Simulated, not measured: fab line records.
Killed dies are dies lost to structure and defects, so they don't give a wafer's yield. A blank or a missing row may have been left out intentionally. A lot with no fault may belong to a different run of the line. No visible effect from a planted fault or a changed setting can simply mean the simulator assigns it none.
Which tool is to blame? / flow berkeley_cmos170 / 14 lots, 42 wafers sampled, at 5 steps of a route of 331

== WHAT EACH GAUGE READ, for each wafer ==
UCB170_NWELL_THK_MEAS_02. Usual: for NWELL_OXIDE_THK the level is 26.2 nm and the standard deviation is 0.47.
lot=L354; measured=day 1 21:50; on=film_metro-03; NWELL_OXIDE_THK (nm)=26.9 26.6 26.5; flag=
lot=L355; measured=day 2 04:51; on=film_metro-01; NWELL_OXIDE_THK (nm)=26.5 25.8 25.6; flag=
lot=L356; measured=day 2 10:34; on=film_metro-03; NWELL_OXIDE_THK (nm)=26.2 26.4 26.3; flag=
lot=L357; measured=day 2 16:24; on=film_metro-03; NWELL_OXIDE_THK (nm)=26.5 26.3 26.3; flag=
lot=L358; measured=day 2 16:24; on=film_metro-04; NWELL_OXIDE_THK (nm)=26.5 26.2 26.3; flag=
lot=L360; measured=day 3 06:22; on=film_metro-03; NWELL_OXIDE_THK (nm)=30.1 30.0 30.0; flag=OFF
lot=L361; measured=day 3 09:05; on=film_metro-04; NWELL_OXIDE_THK (nm)=30.7 30.4 30.6; flag=OFF
lot=L370; measured=day 5 05:23; on=film_metro-04; NWELL_OXIDE_THK (nm)=26.0 25.9 26.0; flag=
lot=L372; measured=day 5 15:10; on=film_metro-04; NWELL_OXIDE_THK (nm)=26.9 27.2 27.0; flag=
lot=L373; measured=day 5 21:11; on=film_metro-03; NWELL_OXIDE_THK (nm)=25.9 26.1 26.1; flag=
lot=L374; measured=day 6 08:59; on=film_metro-03; NWELL_OXIDE_THK (nm)=26.3 26.2 26.2; flag=
lot=L375; measured=day 6 08:59; on=film_metro-04; NWELL_OXIDE_THK (nm)=26.8 26.8 26.7; flag=
lot=L376; measured=day 6 18:01; on=film_metro-04; NWELL_OXIDE_THK (nm)=25.6 25.6 25.5; flag=
lot=L377; measured=day 6 18:00; on=film_metro-03; NWELL_OXIDE_THK (nm)=26.1 26.0 25.7; flag=

UCB170_WELLDRIVE_THK_MEAS_02. Usual: for WELLDRIVE_OXIDE_THK the level is 201 nm and the standard deviation is 3.6.
lot=L354; measured=day 3 19:51; on=film_metro-03; WELLDRIVE_OXIDE_THK (nm)=201 202 200; flag=
lot=L355; measured=day 3 19:51; on=film_metro-02; WELLDRIVE_OXIDE_THK (nm)=203 200 201; flag=
lot=L356; measured=day 4 06:15; on=film_metro-04; WELLDRIVE_OXIDE_THK (nm)=202 203 207; flag=
lot=L357; measured=day 4 06:14; on=film_metro-03; WELLDRIVE_OXIDE_THK (nm)=203 202 202; flag=
lot=L358; measured=day 4 06:14; on=film_metro-02; WELLDRIVE_OXIDE_THK (nm)=206 200 202; flag=
lot=L360; measured=day 4 18:05; on=film_metro-03; WELLDRIVE_OXIDE_THK (nm)=195 193 195; flag=
lot=L361; measured=day 5 00:46; on=film_metro-04; WELLDRIVE_OXIDE_THK (nm)=201 197 198; flag=
lot=L370; measured=day 6 21:31; on=film_metro-03; WELLDRIVE_OXIDE_THK (nm)=199 193 199; flag=
lot=L372; measured=day 7 04:56; on=film_metro-04; WELLDRIVE_OXIDE_THK (nm)=199 198 195; flag=
lot=L373; measured=day 7 11:17; on=film_metro-03; WELLDRIVE_OXIDE_THK (nm)=201 198 201; flag=
lot=L374; measured=day 8 02:39; on=film_metro-04; WELLDRIVE_OXIDE_THK (nm)=208 205 207; flag=
lot=L375; measured=day 8 02:39; on=film_metro-03; WELLDRIVE_OXIDE_THK (nm)=204 203 207; flag=
lot=L376; measured=day 8 07:23; on=film_metro-04; WELLDRIVE_OXIDE_THK (nm)=204 203 204; flag=
lot=L377; measured=day 8 07:23; on=film_metro-03; WELLDRIVE_OXIDE_THK (nm)=198 200 199; flag=

UCB170_ACTIVE_THK_MEAS_06. Usual: for ACTIVE_NITRIDE_THK the level is 220.5 nm and the standard deviation is 1.8.
lot=L354; measured=day 4 15:19; on=film_metro-03; ACTIVE_NITRIDE_THK (nm)=219.3 220.5 220.9; flag=
lot=L355; measured=day 4 15:19; on=film_metro-02; ACTIVE_NITRIDE_THK (nm)=220.7 222.2 221.2; flag=
lot=L356; measured=day 4 22:36; on=film_metro-01; ACTIVE_NITRIDE_THK (nm)=219.4 219.3 219.6; flag=
lot=L357; measured=day 4 22:39; on=film_metro-01; ACTIVE_NITRIDE_THK (nm)=218.9 218.8 219.8; flag=
lot=L358; measured=day 4 22:35; on=film_metro-03; ACTIVE_NITRIDE_THK (nm)=220.0 221.5 220.6; flag=
lot=L360; measured=day 5 05:57; on=film_metro-01; ACTIVE_NITRIDE_THK (nm)=222.4 223.6 223.0; flag=
lot=L361; measured=day 5 14:23; on=film_metro-03; ACTIVE_NITRIDE_THK (nm)=220.6 220.2 221.0; flag=
lot=L370; measured=day 7 15:03; on=film_metro-03; ACTIVE_NITRIDE_THK (nm)=218.8 219.1 218.6; flag=
lot=L372; measured=day 7 20:14; on=film_metro-02; ACTIVE_NITRIDE_THK (nm)=222.5 220.9 223.2; flag=
lot=L373; measured=day 8 02:02; on=film_metro-03; ACTIVE_NITRIDE_THK (nm)=221.9 224.4 221.7; flag=
lot=L374; measured=day 9 00:04; on=film_metro-03; ACTIVE_NITRIDE_THK (nm)=219.5 218.9 218.5; flag=
lot=L375; measured=day 9 00:04; on=film_metro-02; ACTIVE_NITRIDE_THK (nm)=222.4 221.7 220.8; flag=
lot=L376; measured=day 9 00:04; on=film_metro-01; ACTIVE_NITRIDE_THK (nm)=219.2 218.7 219.9; flag=
lot=L377; measured=day 9 00:07; on=film_metro-03; ACTIVE_NITRIDE_THK (nm)=220.8 220.9 218.2; flag=

UCB170_NVT_TW_MEAS_09. Usual: for NVT_TW the level is 518 and the standard deviation is 5.1.
lot=L354; measured=day 6 01:11; on=film_metro-04; NVT_TW=515 514 516; flag=
lot=L355; measured=day 6 00:56; on=film_metro-01; NVT_TW=521 524 524; flag=
lot=L356; measured=day 6 06:54; on=film_metro-01; NVT_TW=524 520 523; flag=
lot=L357; measured=day 6 07:15; on=film_metro-03; NVT_TW=523 522 521; flag=
lot=L358; measured=day 6 07:01; on=film_metro-04; NVT_TW=516 513 514; flag=
lot=L360; measured=day 6 14:19; on=film_metro-01; NVT_TW=523 523 525; flag=
lot=L361; measured=day 7 02:20; on=film_metro-03; NVT_TW=525 525 525; flag=
lot=L370; measured=day 9 01:23; on=film_metro-04; NVT_TW=509 512 513; flag=
lot=L372; measured=day 9 08:13; on=film_metro-04; NVT_TW=514 512 515; flag=
lot=L373; measured=day 9 17:15; on=film_metro-04; NVT_TW=513 513 511; flag=
lot=L374; measured=day 10 09:14; on=film_metro-04; NVT_TW=513 510 512; flag=
lot=L375; measured=day 10 09:10; on=film_metro-04; NVT_TW=514 508 511; flag=
lot=L376; measured=day 10 09:19; on=film_metro-04; NVT_TW=512 510 510; flag=
lot=L377; measured=day 10 08:55; on=film_metro-01; NVT_TW=520 520 521; flag=

== TOOL THAT RAN EACH LOT (tool first, then ch and the chambers of the sampled wafers, then the start) ==
lot=L354; UCB170_NWELL_OXIDATION_01=furnace-04 ch 0, day 1 20:29
lot=L355; UCB170_NWELL_OXIDATION_01=furnace-04 ch 0, day 2 03:30
lot=L356; UCB170_NWELL_OXIDATION_01=furnace-04 ch 0, day 2 09:12
lot=L357; UCB170_NWELL_OXIDATION_01=furnace-04 ch 0, day 2 15:03
lot=L358; UCB170_NWELL_OXIDATION_01=furnace-04 ch 0, day 2 15:03
lot=L360; UCB170_NWELL_OXIDATION_01=furnace-04 ch 0, day 3 05:01
lot=L361; UCB170_NWELL_OXIDATION_01=furnace-04 ch 0, day 3 07:43
lot=L370; UCB170_NWELL_OXIDATION_01=furnace-02 ch 0, day 5 04:02
lot=L372; UCB170_NWELL_OXIDATION_01=furnace-02 ch 0, day 5 13:49
lot=L373; UCB170_NWELL_OXIDATION_01=furnace-02 ch 0, day 5 19:49
lot=L374; UCB170_NWELL_OXIDATION_01=furnace-01 ch 0, day 6 07:37
lot=L375; UCB170_NWELL_OXIDATION_01=furnace-01 ch 0, day 6 07:37
lot=L376; UCB170_NWELL_OXIDATION_01=furnace-01 ch 0, day 6 16:39
lot=L377; UCB170_NWELL_OXIDATION_01=furnace-01 ch 0, day 6 16:39
- UCB170_NWELL_OXIDATION_01: target thk 26.4 nm, ox time 1260 s.

== WHAT THE TOOLS THEMSELVES READ (means of the sampled wafers that have a number; where no wafer has one, the mark that the record gives instead) ==
UCB170_NWELL_OXIDATION_01. Usual: spike_tc_centre_C 1003.3 C, standard deviation 1.2; spike_tc_load_C 1027.2 C, standard deviation 2.6; spike_tc_source_C 1028.8 C, standard deviation 1.5; tube_center_temp_C 1000 C, standard deviation 0.089; tube_center_temp_C_max 1002.6, standard deviation 0.42.
lot=L354; tool=furnace-04; spike_tc_centre_C (C)=1003.7; spike_tc_load_C (C)=1025.4; spike_tc_source_C (C)=1029.0; tube_center_temp_C (C)=1000; tube_center_temp_C_max=1002.8; flag=
lot=L355; tool=furnace-04; spike_tc_centre_C (C)=1003.0; spike_tc_load_C (C)=1024.9; spike_tc_source_C (C)=1029.5; tube_center_temp_C (C)=1000; tube_center_temp_C_max=1002.4; flag=
lot=L356; tool=furnace-04; spike_tc_centre_C (C)=1002.5; spike_tc_load_C (C)=1025.0; spike_tc_source_C (C)=1029.8; tube_center_temp_C (C)=1000; tube_center_temp_C_max=1002.5; flag=
lot=L357; tool=furnace-04; spike_tc_centre_C (C)=1003.1; spike_tc_load_C (C)=1024.3; spike_tc_source_C (C)=1028.9; tube_center_temp_C (C)=1000; tube_center_temp_C_max=1002.6; flag=
lot=L358; tool=furnace-04; spike_tc_centre_C (C)=1002.8; spike_tc_load_C (C)=1024.9; spike_tc_source_C (C)=1029.4; tube_center_temp_C (C)=1000; tube_center_temp_C_max=1002.7; flag=
lot=L360; tool=furnace-04; spike_tc_centre_C (C)=1018.8; spike_tc_load_C (C)=1043.4; spike_tc_source_C (C)=1045.9; tube_center_temp_C (C)=1017; tube_center_temp_C_max=1020.1; flag=OFF
lot=L361; tool=furnace-04; spike_tc_centre_C (C)=1020.2; spike_tc_load_C (C)=1041.4; spike_tc_source_C (C)=1046.3; tube_center_temp_C (C)=1017; tube_center_temp_C_max=1019.4; flag=OFF
lot=L370; tool=furnace-02; spike_tc_centre_C (C)=1003.1; spike_tc_load_C (C)=1026.6; spike_tc_source_C (C)=1029.6; tube_center_temp_C (C)=1000; tube_center_temp_C_max=1002.4; flag=
lot=L372; tool=furnace-02; spike_tc_centre_C (C)=1004.2; spike_tc_load_C (C)=1028.0; spike_tc_source_C (C)=1029.8; tube_center_temp_C (C)=1000; tube_center_temp_C_max=1002.8; flag=
lot=L373; tool=furnace-02; spike_tc_centre_C (C)=1003.2; spike_tc_load_C (C)=1028.5; spike_tc_source_C (C)=1029.4; tube_center_temp_C (C)=1000; tube_center_temp_C_max=1002.5; flag=
lot=L374; tool=furnace-01; spike_tc_centre_C (C)=1002.1; spike_tc_load_C (C)=1032.0; spike_tc_source_C (C)=1026.0; tube_center_temp_C (C)=1000; tube_center_temp_C_max=1002.3; flag=
lot=L375; tool=furnace-01; spike_tc_centre_C (C)=1002.8; spike_tc_load_C (C)=1032.5; spike_tc_source_C (C)=1025.9; tube_center_temp_C (C)=1000; tube_center_temp_C_max=1002.6; flag=
lot=L376; tool=furnace-01; spike_tc_centre_C (C)=1003.3; spike_tc_load_C (C)=1031.7; spike_tc_source_C (C)=1025.5; tube_center_temp_C (C)=1000; tube_center_temp_C_max=1002.6; flag=
lot=L377; tool=furnace-01; spike_tc_centre_C (C)=1001.8; spike_tc_load_C (C)=1031.9; spike_tc_source_C (C)=1027.1; tube_center_temp_C (C)=1000; tube_center_temp_C_max=1002.4; flag=

== THE ANSWER, worked out from the rows above alone ==
Rule: take the mean of a lot's wafers that have a number; if it is more than 3 standard deviations from the usual mean, the lot is off. A lot without any number at a reading at which 4 lots or more have one is off too. All remaining lots with rows at the step are treated as sound. Order of review: gauges by route order, followed by the tools' own readings, for which a lot's mean as printed above is used. At the first step where some lot is off, the reading lying furthest off is the one used; lots without a number count as furthest.
Off: L360, L361, at UCB170_NWELL_THK_MEAS_02 (NWELL_OXIDE_THK).
A tool fits if, at a process step before that reading, it ran every lot that is off, and no sound lot after the first of them. Not tried: the gauges at UCB170_NWELL_THK_MEAS_02; whatever is off there is also off at UCB170_NWELL_OXIDATION_01, on other tools, and gauge error can't account for it. One fits: UCB170_NWELL_OXIDATION_01 on furnace-04. A fault onset in the window from L357 (day 2 15:03, its last sound lot) to L360 (day 3 05:01, its first lot off) fits.
The tool's own readings at UCB170_NWELL_OXIDATION_01 bear it out: on the lots that are off they differ by more than 5 times the standard deviation of the sound lots' means. spike_tc_centre_C reads 1019.5 C there against 1003.0 C on the sound lots; spike_tc_source_C reads 1046.1 C there against 1028.3 C on the sound lots; tube_center_temp_C reads 1017 C there against 1000 C on the sound lots; tube_center_temp_C_max reads 1019.8 there against 1002.5 on the sound lots.

== WHAT THE SIMULATOR HAD PUT IN ==
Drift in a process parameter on furnace-04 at UCB170_NWELL_OXIDATION_01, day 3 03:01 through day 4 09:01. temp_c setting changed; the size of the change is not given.
Shown lots that were struck: L360, L361. This agrees with what the rule above found.
